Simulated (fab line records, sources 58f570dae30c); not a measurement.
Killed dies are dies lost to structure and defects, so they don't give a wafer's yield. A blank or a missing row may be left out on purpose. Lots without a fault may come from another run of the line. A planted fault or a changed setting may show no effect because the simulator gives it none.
Which tool did it? | flow berkeley_cmos170 | 14 lots, 42 wafers sampled, at 4 steps of a route of 331

WHAT THE GAUGES READ, wafer by wafer
UCB170_GATE_CD_MEAS_12: target cd 350 nm.
lot  | measured     | on        | cd_nm (nm)
L564 | day 6 21:31  | cd_sem-02 | 350.8 351.3 350.9
L565 | day 6 22:01  | cd_sem-01 | 352.9 353.8 352.7
L567 | day 7 09:07  | cd_sem-02 | 349.5 348.3 349.1
L570 | day 8 07:35  | cd_sem-02 | 348.0 350.5 349.4
L573 | day 8 18:17  | cd_sem-02 | 347.8 348.3 348.9
L572 | day 8 18:33  | cd_sem-02 | 347.0 347.5 346.7
L575 | day 9 18:01  | cd_sem-02 | 350.2 349.4 349.6
L574 | day 9 18:07  | cd_sem-01 | 347.4 346.9 349.6
L580 | day 10 21:59 | cd_sem-01 | 349.2 348.1 348.6
L583 | day 10 22:21 | cd_sem-02 | 349.3 348.3 348.0
L585 | day 11 08:54 | cd_sem-01 | 352.7 351.6 353.6
L582 | day 11 08:56 | cd_sem-02 | 350.4 350.5 351.5
L581 | day 11 09:08 | cd_sem-01 | 348.6 348.6 348.5
L587 | day 12 00:36 | cd_sem-01 | 349.1 349.3 348.8

UCB170_PLDD_OVL_MEAS_07.
lot  | measured     | on         | PLDD_OVL (nm)
L564 | day 7 00:25  | overlay-01 | -4 -6 -2
L565 | day 7 01:26  | overlay-01 | -1 -2 1
L567 | day 7 12:44  | overlay-02 | -5 -1 -1
L570 | day 8 10:43  | overlay-02 | 9 5 2
L573 | day 8 20:14  | overlay-02 | -3 -1 -1
L572 | day 8 20:31  | overlay-01 | 8 10 2
L575 | day 9 21:09  | overlay-01 | 8 6 3
L574 | day 9 20:52  | overlay-02 | -6 1 2
L580 | day 10 23:48 | overlay-01 | 9 7 2
L583 | day 11 00:17 | overlay-01 | 0 1 -1
L585 | day 11 11:30 | overlay-02 | 5 6 5
L582 | day 11 11:40 | overlay-02 | -1 2 7
L581 | day 11 11:57 | overlay-01 | 11 12 7
L587 | day 12 02:22 | overlay-02 | 0 -4 3

UCB170_SDANNEAL_RS_MEAS_02: measures by four-point-probe.
lot  | measured     | on            | PSD_RS (ohm/sq)
L564 | day 7 17:52  | film_metro-02 | 76.0 75.4 75.3
L565 | day 7 17:54  | film_metro-01 | 75.5 75.5 75.4
L567 | day 8 01:37  | film_metro-02 | 75.6 75.7 76.0
L570 | day 9 02:26  | film_metro-01 | 75.4 75.4 75.7
L573 | day 9 11:26  | film_metro-02 | 75.2 75.6 75.5
L572 | day 9 11:11  | film_metro-01 | 75.8 75.6 75.7
L580 | day 11 15:15 | film_metro-01 | 75.8 75.8 75.8
L583 | day 11 14:31 | film_metro-01 | 75.2 75.3 75.3
L585 | day 12 00:20 | film_metro-02 | 75.3 74.9 74.9
L582 | day 12 00:44 | film_metro-03 | 75.5 75.6 75.9
L581 | day 12 00:56 | film_metro-02 | 75.1 75.5 75.3
L587 | day 12 15:43 | film_metro-02 | 75.8 75.9 76.1

WHICH TOOL RAN EACH LOT (tool, then ch and the chambers of the sampled wafers, then the start)
lot  | UCB170_SPACER_ETCHBACK_03
L564 | rie_diel-04 ch 1,2, day 7 10:37
L565 | rie_diel-02 ch 1,2, day 7 10:37
L567 | rie_diel-04 ch 1,2,3, day 7 20:29
L570 | rie_diel-04 ch 0,1, day 8 21:18
L573 | rie_diel-04 ch 2,3, day 9 06:56
L572 | rie_diel-02 ch 0,1, day 9 06:56
L575 | rie_diel-03 ch 0,1,2, day 10 06:17
L574 | rie_diel-04 ch 2,3, day 10 06:17
L580 | rie_diel-04 ch 1,2,3, day 11 08:57
L583 | rie_diel-03 ch 0,2, day 11 08:57
L585 | rie_diel-03 ch 0,1, day 11 19:08
L582 | rie_diel-04 ch 1,2,3, day 11 19:08
L581 | rie_diel-02 ch 0,1,3, day 11 19:13
L587 | rie_diel-02 ch 1,3, day 12 09:11
- UCB170_SPACER_ETCHBACK_03: etches SiO2 in CHF3/CF4/Ar, stops on Si, target depth 376 nm, time 100 s.

WHAT THE TOOLS THEMSELVES READ (means of the sampled wafers that have a number; where no wafer has one, the mark that the record gives instead)
UCB170_SPACER_ETCHBACK_03.
lot  | tool        | CHF3_flow_sccm (sccm) | cf4_flow_sccm (sccm) | drypump_motor_current_A (A) | oes_product_au (a.u.) | throttle_valve_pct (%)
L564 | rie_diel-04 | 49.98                 | 10.00                | 5.5                         | 0.910                 | 6.28
L565 | rie_diel-02 | 49.92                 | 9.97                 | 5.7                         | 0.900                 | 6.49
L567 | rie_diel-04 | 49.98                 | 10.01                | 5.6                         | 0.898                 | 6.30
L570 | rie_diel-04 | 50.09                 | 10.00                | 5.4                         | 0.905                 | 6.45
L573 | rie_diel-04 | 49.97                 | 9.98                 | 5.8                         | 0.895                 | 6.30
L572 | rie_diel-02 | 49.98                 | 9.99                 | 5.3                         | 0.884                 | 6.46
L575 | rie_diel-03 | -                     | -                    | -                           | -                     | -
L574 | rie_diel-04 | -                     | -                    | -                           | -                     | -
L580 | rie_diel-04 | 50.23                 | 9.99                 | 5.6                         | 0.886                 | 6.30
L583 | rie_diel-03 | 50.08                 | 10.00                | 5.7                         | 0.894                 | 6.50
L585 | rie_diel-03 | 49.99                 | 9.99                 | 5.3                         | 0.882                 | 6.55
L582 | rie_diel-04 | 50.02                 | 10.01                | 5.7                         | 0.890                 | 6.29
L581 | rie_diel-02 | 49.92                 | 10.01                | 5.5                         | 0.879                 | 6.45
L587 | rie_diel-02 | 49.94                 | 10.00                | 5.3                         | 0.879                 | 6.42

THE ANSWER, worked out from the rows above alone
Rule: what is usual is taken from the lots themselves. Put in order of their means at a reading, lots are off if they are a third of the lots or fewer, leave a main group of 4 or more, and stand apart from it by a gap of 3 or more times the standard deviation of the main group's means; of several such gaps the widest counts. A main group whose means are all the same, to the digits that the tables above print for the reading, isn't used. A lot without any number at a reading at which 4 lots or more have one is off too. The other lots that the step has rows for count as sound. The gauges are gone through in route order, then the tools' own readings, and for those a lot's mean is taken as printed above. The first step at which some lot is off is used, and at that step the reading that is off furthest; a lot without a number counts as furthest.
Off: L575, L574, at UCB170_SPACER_ETCHBACK_03 (CHF3_flow_sccm). Without a number there: L575, L574. The main group: mean 50.01 sccm, standard deviation 0.084.
A tool fits if, at that step or a process step before it, it ran every lot that is off, and no sound lot after the first of them. None of those tried fits.

WHAT THE SIMULATOR HAD PUT IN
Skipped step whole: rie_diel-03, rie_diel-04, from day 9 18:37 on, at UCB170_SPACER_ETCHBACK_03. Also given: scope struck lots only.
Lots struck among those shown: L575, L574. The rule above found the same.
